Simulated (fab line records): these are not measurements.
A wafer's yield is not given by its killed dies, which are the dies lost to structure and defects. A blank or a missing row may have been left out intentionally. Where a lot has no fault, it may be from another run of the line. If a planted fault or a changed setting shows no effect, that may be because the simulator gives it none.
fab line records -- flow berkeley_cmos170
record: lots: 13, wafers: 39, last_day: 12
route steps=331 shown PWELL@40 ACTIVE@66 GATE@135 PLDD@156
lots with no fault: from the same line, run without faults
start_h: the number of hours between the record's first day and the start of the first shown wafer of the lot -- wait_h: time in hours since the lot's previous step -- " as in the row above -- L1.1+2: one row covering several wafers at once -- - either no value or no given start -- * or withheld: withheld -- < > ~ a bound
route shown NAME@n: a module of which the file shows steps, and the number in the route of the first -- usual: the fault-free wafers' mean and standard deviation -- same: alike in all rows -- chamber/n: place in a boat -- sites: each site's reading -- _std_site: the values' standard deviation -- _edge_site: the outer-site mean with the inner-site mean subtracted -- radius_mm: how far each site lies from the wafer's centre -- mask NAME#n: copy n -- behind: tool/chamber where the wafer was last shaped -- hold: why the lot was held/for how many hours/how that ended -- device: names the non-switching transistor (n, p or np) -- end of line: at the end of the route, the tests of the same wafers -- where a step has no rows: the recipe by itself -- killed: dies that structure and defects cost at the first sort, which is not the same as the wafer's yield -- map: shows each die of a wafer: x if killed, . if not, _ if none is there
set.NAME: setting as actually run; set.NAME@STEP: the setting as run at that earlier step -- model.NAME: the simulator's own value behind a step, which no gauge read
a sample of lots followed through the steps of the route, with each step as a table and each wafer as a row
services: from which hour (start_h, from the record's first day; less than 0 if before it) a tool's chamber was out of use, for how many hours, and why
== steps ==
step: UCB170_PWELL_THK_MEAS_06
recipe: reads: Si3N4_of_PWELL_CVD_05
usual: PWELL_NITRIDE_THK: 219.5/2
lot.wafer,tool,chamber,start_h,wait_h,PWELL_NITRIDE_THK[nm]
L171.1,film_metro-03,-,46.55,0.0,221.0
L171.2,film_metro-03,-,46.55,0.0,217.9
L171.5,film_metro-03,-,46.55,0.0,219.4
L172.2,film_metro-01,-,46.56,0.0,218.0
L172.3,film_metro-01,-,46.56,0.0,220.1
L172.6,film_metro-01,-,46.56,0.0,219.4
L173.1,film_metro-03,-,54.50,0.0,221.0
L173.5,film_metro-03,-,54.50,0.0,221.8
L173.6,film_metro-03,-,54.50,0.0,220.7
L176.1,film_metro-03,-,67.00,0.0,220.0
L176.2,film_metro-03,-,67.00,0.0,218.6
L176.5,film_metro-03,-,67.00,0.0,220.1
L175.3,film_metro-01,-,67.02,0.0,221.2
L175.4,film_metro-01,-,67.02,0.0,221.8
L175.5,film_metro-01,-,67.02,0.0,222.5
L177.1,film_metro-01,-,77.67,0.0,221.0
L177.2,film_metro-01,-,77.67,0.0,218.8
L177.6,film_metro-01,-,77.67,0.0,219.0
L180.1,film_metro-04,-,85.32,0.0,219.1
L180.4,film_metro-04,-,85.32,0.0,219.1
L180.5,film_metro-04,-,85.32,0.0,219.4
L181.1,film_metro-01,-,91.95,0.0,217.1
L181.2,film_metro-01,-,91.95,0.0,217.8
L181.5,film_metro-01,-,91.95,0.0,217.6
L178.3,film_metro-04,-,91.97,0.0,217.6
L178.4,film_metro-04,-,91.97,0.0,217.7
L178.5,film_metro-04,-,91.97,0.0,217.0
L184.2,film_metro-04,-,113.33,0.0,221.9
L184.5,film_metro-04,-,113.33,0.0,221.4
L184.6,film_metro-04,-,113.33,0.0,221.3
L185.3,film_metro-03,-,113.34,0.0,221.2
L185.4,film_metro-03,-,113.34,0.0,221.4
L185.5,film_metro-03,-,113.34,0.0,220.9
L189.3,film_metro-01,-,139.15,0.0,218.1
L189.4,film_metro-01,-,139.15,0.0,218.6
L189.5,film_metro-01,-,139.15,0.0,218.3
L194.1,film_metro-04,-,154.10,0.0,216.8
L194.2,film_metro-04,-,154.10,0.0,216.1
L194.3,film_metro-04,-,154.10,0.0,215.6
step: UCB170_ACTIVE_THK_MEAS_06
recipe: reads: Si3N4_of_ACTIVE_CVD_05
usual: ACTIVE_NITRIDE_THK: 219.8/1.8
lot.wafer,tool,chamber,start_h,wait_h,ACTIVE_NITRIDE_THK[nm]
L171.1,film_metro-02,-,70.22,0.0,221.4
L171.2,film_metro-02,-,70.22,0.0,221.1
L171.5,film_metro-02,-,70.22,0.0,222.0
L172.2,film_metro-03,-,70.23,0.0,221.6
L172.3,film_metro-03,-,70.23,0.0,221.2
L172.6,film_metro-03,-,70.23,0.0,219.5
L173.1,film_metro-04,-,76.99,0.0,217.4
L173.5,film_metro-04,-,76.99,0.0,217.7
L173.6,film_metro-04,-,76.99,0.0,217.1
L175.3,film_metro-04,-,91.36,0.0,219.6
L175.4,film_metro-04,-,91.36,0.0,221.1
L175.5,film_metro-04,-,91.36,0.0,220.1
L176.1,film_metro-04,-,91.40,0.1,218.5
L176.2,film_metro-04,-,91.40,0.1,219.2
L176.5,film_metro-04,-,91.40,0.1,221.0
L177.1,film_metro-03,-,100.78,0.0,222.7
L177.2,film_metro-03,-,100.78,0.0,221.2
L177.6,film_metro-03,-,100.78,0.0,223.0
L180.1,film_metro-02,-,106.72,0.0,219.1
L180.4,film_metro-02,-,106.72,0.0,218.6
L180.5,film_metro-02,-,106.72,0.0,219.3
L181.1,film_metro-02,-,123.58,0.0,222.8
L181.2,film_metro-02,-,123.58,0.0,221.8
L181.5,film_metro-02,-,123.58,0.0,224.7
L178.3,film_metro-03,-,123.60,0.0,220.3
L178.4,film_metro-03,-,123.60,0.0,221.0
L178.5,film_metro-03,-,123.60,0.0,220.1
L184.2,film_metro-04,-,137.51,0.0,218.4
L184.5,film_metro-04,-,137.51,0.0,219.8
L184.6,film_metro-04,-,137.51,0.0,219.9
L185.3,film_metro-02,-,137.52,0.0,220.0
L185.4,film_metro-02,-,137.52,0.0,219.8
L185.5,film_metro-02,-,137.52,0.0,219.3
L189.3,film_metro-04,-,163.48,0.0,220.8
L189.4,film_metro-04,-,163.48,0.0,221.8
L189.5,film_metro-04,-,163.48,0.0,220.9
L194.1,film_metro-02,-,180.28,0.0,218.8
L194.2,film_metro-02,-,180.28,0.0,218.4
L194.3,film_metro-02,-,180.28,0.0,217.9
step: UCB170_GATE_EXPOSE_09
recipe: mask_id: POLY, target_cd_nm: 350, na: 0.5, sigma_outer: 0.6, source_shape: conventional, dose_mj: 21
usual: exposure_dose_mJ_cm2: 20.962/0.023
lot.wafer,tool,chamber,start_h,wait_h,mask,exposure_dose_mJ_cm2
L172.2,krf_scanner-02,0,108.29,-,POLY#0,20.979
L172.3,krf_scanner-02,0,108.29,-,POLY#0,20.969
L172.6,krf_scanner-02,0,108.29,-,POLY#0,20.993
L171.1,krf_scanner-01,0,108.62,-,POLY#0,20.931
L171.2,krf_scanner-01,0,108.62,-,POLY#0,20.959
L171.5,krf_scanner-01,0,108.62,-,POLY#0,20.990
L173.1,krf_scanner-01,0,122.33,-,POLY#0,20.952
L173.5,krf_scanner-01,0,122.33,-,POLY#0,20.956
L173.6,krf_scanner-01,0,122.33,-,POLY#0,20.950
L176.1,krf_scanner-01,0,138.81,-,POLY#0,20.963
L176.2,krf_scanner-01,0,138.81,-,POLY#0,21.011
L176.5,krf_scanner-01,0,138.81,-,POLY#0,20.993
L175.3,krf_scanner-02,0,140.20,-,POLY#0,20.922
L175.4,krf_scanner-02,0,140.20,-,POLY#0,20.940
L175.5,krf_scanner-02,0,140.20,-,POLY#0,20.969
L180.1,krf_scanner-02,0,148.71,-,POLY#0,20.929
L180.4,krf_scanner-02,0,148.71,-,POLY#0,20.918
L180.5,krf_scanner-02,0,148.71,-,POLY#0,20.907
L177.1,krf_scanner-02,0,149.19,-,POLY#0,20.983
L177.2,krf_scanner-02,0,149.19,-,POLY#0,21.004
L177.6,krf_scanner-02,0,149.19,-,POLY#0,21.002
L181.1,krf_scanner-02,0,157.18,-,POLY#0,20.995
L181.2,krf_scanner-02,0,157.18,-,POLY#0,20.968
L181.5,krf_scanner-02,0,157.18,-,POLY#0,20.942
L178.3,krf_scanner-01,0,157.46,-,POLY#0,20.952
L178.4,krf_scanner-01,0,157.46,-,POLY#0,20.948
L178.5,krf_scanner-01,0,157.46,-,POLY#0,20.955
L185.3,krf_scanner-02,0,179.15,-,POLY#0,20.960
L185.4,krf_scanner-02,0,179.15,-,POLY#0,20.982
L185.5,krf_scanner-02,0,179.15,-,POLY#0,20.962
L184.2,krf_scanner-02,0,179.34,-,POLY#0,20.993
L184.5,krf_scanner-02,0,179.34,-,POLY#0,21.007
L184.6,krf_scanner-02,0,179.34,-,POLY#0,20.983
L189.3,krf_scanner-02,0,211.25,-,POLY#0,20.200
L189.4,krf_scanner-02,0,211.25,-,POLY#0,20.197
L189.5,krf_scanner-02,0,211.25,-,POLY#0,20.193
L194.1,krf_scanner-01,0,231.46,-,POLY#0,20.966
L194.2,krf_scanner-01,0,231.46,-,POLY#0,20.940
L194.3,krf_scanner-01,0,231.46,-,POLY#0,20.969
step: UCB170_GATE_CD_MEAS_12
recipe: target_cd_nm: 350
usual: cd_nm: 349.7/1.5
lot.wafer,tool,chamber,start_h,wait_h,cd_nm
L172.2,cd_sem-01,-,108.91,-,350.0
L172.3,cd_sem-01,-,108.91,-,350.1
L172.6,cd_sem-01,-,108.91,-,350.2
L171.1,cd_sem-01,-,109.29,-,348.6
L171.2,cd_sem-01,-,109.29,-,350.0
L171.5,cd_sem-01,-,109.29,-,349.3
L173.1,cd_sem-01,-,122.72,-,349.1
L173.5,cd_sem-01,-,122.72,-,349.4
L173.6,cd_sem-01,-,122.72,-,349.7
L176.1,cd_sem-01,-,139.79,-,349.5
L176.2,cd_sem-01,-,139.79,-,347.0
L176.5,cd_sem-01,-,139.79,-,346.8
L175.3,cd_sem-01,-,140.87,-,348.6
L175.4,cd_sem-01,-,140.87,-,350.0
L175.5,cd_sem-01,-,140.87,-,349.7
L180.1,cd_sem-01,-,149.10,-,352.4
L180.4,cd_sem-01,-,149.10,-,352.7
L180.5,cd_sem-01,-,149.10,-,350.8
L177.1,cd_sem-01,-,149.90,-,349.8
L177.2,cd_sem-01,-,149.90,-,349.7
L177.6,cd_sem-01,-,149.90,-,351.3
L181.1,cd_sem-01,-,157.57,-,350.9
L181.2,cd_sem-01,-,157.57,-,350.4
L181.5,cd_sem-01,-,157.57,-,350.1
L178.3,cd_sem-01,-,158.32,-,349.5
L178.4,cd_sem-01,-,158.32,-,349.1
L178.5,cd_sem-01,-,158.32,-,348.8
L185.3,cd_sem-02,-,179.86,-,349.9
L185.4,cd_sem-02,-,179.86,-,349.1
L185.5,cd_sem-02,-,179.86,-,349.5
L184.2,cd_sem-01,-,179.89,-,349.4
L184.5,cd_sem-01,-,179.89,-,348.2
L184.6,cd_sem-01,-,179.89,-,349.3
L189.3,cd_sem-02,-,211.65,-,325.9
L189.4,cd_sem-02,-,211.65,-,317.4
L189.5,cd_sem-02,-,211.65,-,333.9
L194.1,cd_sem-02,-,232.40,-,347.9
L194.2,cd_sem-02,-,232.40,-,348.6
L194.3,cd_sem-02,-,232.40,-,349.2
step: UCB170_PLDD_TW_MEAS_11
usual: PLDD_TW: 1011/7.4
lot.wafer,tool,chamber,start_h,wait_h,PLDD_TW
L172.2,film_metro-02,-,112.81,0.1,1018
L172.3,film_metro-02,-,112.81,0.1,1013
L172.6,film_metro-02,-,112.81,0.1,1017
L171.1,film_metro-02,-,113.10,0.1,1017
L171.2,film_metro-02,-,113.10,0.1,1013
L171.5,film_metro-02,-,113.10,0.1,1020
L173.1,film_metro-02,-,125.09,0.1,1023
L173.5,film_metro-02,-,125.09,0.1,1018
L173.6,film_metro-02,-,125.09,0.1,1012
L176.1,film_metro-02,-,142.27,0.1,1018
L176.2,film_metro-02,-,142.27,0.1,1022
L176.5,film_metro-02,-,142.27,0.1,1017
L175.3,film_metro-02,-,143.24,0.1,1019
L175.4,film_metro-02,-,143.24,0.1,1021
L175.5,film_metro-02,-,143.24,0.1,1018
L180.1,film_metro-03,-,152.25,0.1,1008
L180.4,film_metro-03,-,152.25,0.1,1012
L180.5,film_metro-03,-,152.25,0.1,1004
L177.1,film_metro-02,-,153.09,0.1,1012
L177.2,film_metro-02,-,153.09,0.1,1015
L177.6,film_metro-02,-,153.09,0.1,1013
L181.1,film_metro-04,-,160.05,0.1,1004
L181.2,film_metro-04,-,160.05,0.1,1008
L181.5,film_metro-04,-,160.05,0.1,1010
L178.3,film_metro-04,-,160.78,0.1,1007
L178.4,film_metro-04,-,160.78,0.1,1005
L178.5,film_metro-04,-,160.78,0.1,1005
L185.3,film_metro-03,-,182.22,0.1,1019
L185.4,film_metro-03,-,182.22,0.1,1010
L185.5,film_metro-03,-,182.22,0.1,1018
L184.2,film_metro-02,-,182.49,0.1,1014
L184.5,film_metro-02,-,182.49,0.1,1013
L184.6,film_metro-02,-,182.49,0.1,1016
L189.3,film_metro-03,-,216.17,0.1,1018
L189.4,film_metro-03,-,216.17,0.1,1012
L189.5,film_metro-03,-,216.17,0.1,1011
L194.1,film_metro-03,-,235.76,0.1,1016
L194.2,film_metro-03,-,235.76,0.1,1020
L194.3,film_metro-03,-,235.76,0.1,1019
== services ==
tool,chamber,start_h,hours,kind
krf_scanner-02,0,107.88,-,calibration
krf_scanner-01,-,109.32,1.5,repair
krf_scanner-02,-,136.54,1.0,pm
krf_scanner-02,-,141.93,2.0,repair
krf_scanner-01,-,143.96,1.0,pm
krf_scanner-02,-,146.06,1.3,pm
krf_scanner-02,-,165.01,2.8,repair
krf_scanner-01,-,209.86,1.3,pm
krf_scanner-02,-,227.61,0.8,pm
== key ==
first_sign: step: UCB170_GATE_EXPOSE_09, reading: exposure_dose_mJ_cm2, direction: down, sigmas: 33, usual: 20.962, struck: 20.197
effect: step: UCB170_GATE_CD_MEAS_12, reading: cd_nm, direction: down, sigmas: 16, usual: 349.7, struck: 325.7, through: control_loop
met_at UCB170_GATE_EXPOSE_09
struck_lots L189
sort_left_out L189.3,L189.4,L189.5
tester_left_out L189
loop_trim: step: UCB170_GATE_EXPOSE_09, setting: dose, lots: L189
not_acting_at UCB170_PWELL_THK_MEAS_06,UCB170_ACTIVE_THK_MEAS_06,UCB170_PLDD_TW_MEAS_11
onset_between 179.34 211.25
fault: kind: process_parameter_drift, tool: krf_scanner-02, chamber: -, onset_h: 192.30, steps: UCB170_GATE_EXPOSE_09, channel: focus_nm, offset: 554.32, spread_by_wafer: 0.3, shape: step, end_h: 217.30
tester_left_out: of these lots the tester's yield and bins aren't shown, on N5 and GAA mostly nor the transistor test; their killed dies are dies lost to structure and defects alone, not to doping, threshold or leakage, so they don't give the yield
sort_left_out: the simulated sort isn't trusted on such a fault, so these wafers' sort isn't shown, and their yield isn't known
loop_trim: a control loop set the setting to another value than it would have without faults
